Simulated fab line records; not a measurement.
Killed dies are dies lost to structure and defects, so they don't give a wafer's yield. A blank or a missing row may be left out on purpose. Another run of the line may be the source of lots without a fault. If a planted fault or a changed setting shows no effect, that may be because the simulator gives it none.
Which tool is to blame? + flow berkeley-cmos170 + 13 lots, 39 wafers sampled, at 1 step of a route of 331

WHAT EACH GAUGE READ, for each wafer
UCB170_START_THK_MEAS_03.
| lot  | measured    | on            | START_OXIDE_THK (nm) |
|------|-------------|---------------|----------------------|
| L293 | day 1 13:00 | film-metro-03 | 19.9 20.0 19.7       |
| L298 | day 2 13:04 | film-metro-03 | 20.2 20.0 19.9       |
| L297 | day 2 13:04 | film-metro-02 | 20.3 20.4 20.6       |
| L299 | day 2 21:23 | film-metro-02 | 20.5 20.5 20.4       |
| L300 | day 3 01:18 | film-metro-02 | 20.7 20.8 20.8       |
| L305 | day 4 03:02 | film-metro-02 | 19.8 20.3 20.1       |
| L308 | day 4 14:47 | film-metro-03 | 20.0 20.0 19.8       |
| L310 | day 5 07:02 | film-metro-04 | 20.0 19.7 20.0       |
| L311 | day 5 07:02 | film-metro-02 | 20.0 19.9 20.1       |
| L312 | day 5 16:29 | film-metro-02 | 19.9 20.3 20.0       |
| L313 | day 5 16:29 | film-metro-04 | 20.3 20.3 19.9       |
| L314 | day 5 23:44 | film-metro-02 | 20.7 20.6 20.5       |
| L315 | day 6 08:34 | film-metro-04 | 20.0 20.1 20.1       |

EACH LOT AND THE TOOL THAT RAN IT (in order: tool; ch and the chambers of the sampled wafers; start)
The record shows no process step preceding these readings.

AS READ BY THE TOOLS THEMSELVES (means over the sampled wafers that have a number; for cases with no such wafer, the mark the record gives instead)
The record holds no such reading with a usual standard deviation.

THE ANSWER, worked out from the rows above alone
Rule: the usual values come from the lots themselves. The widest of any qualifying gaps counts: lots, ordered by their means at a reading, are off when they make up no more than a third of the lots, leave a main group of 4 or more, and stand apart from it by 3 or more times the standard deviation of that group's means. A main group whose means are all the same, to the digits that the tables above print for the reading, isn't used. Also off: a lot with no number at a reading for which 4 or more lots have one. Where the step has rows for the other lots, those lots are counted as sound. First the gauges in route order, then the tools' own readings, where a lot's mean is used as printed above. At the first step where some lot is off, the reading lying furthest off is the one used; lots without a number count as furthest.
Nothing can be told from this: no lot is off at any reading shown.

WHAT HAD BEEN PUT IN BY THE SIMULATOR
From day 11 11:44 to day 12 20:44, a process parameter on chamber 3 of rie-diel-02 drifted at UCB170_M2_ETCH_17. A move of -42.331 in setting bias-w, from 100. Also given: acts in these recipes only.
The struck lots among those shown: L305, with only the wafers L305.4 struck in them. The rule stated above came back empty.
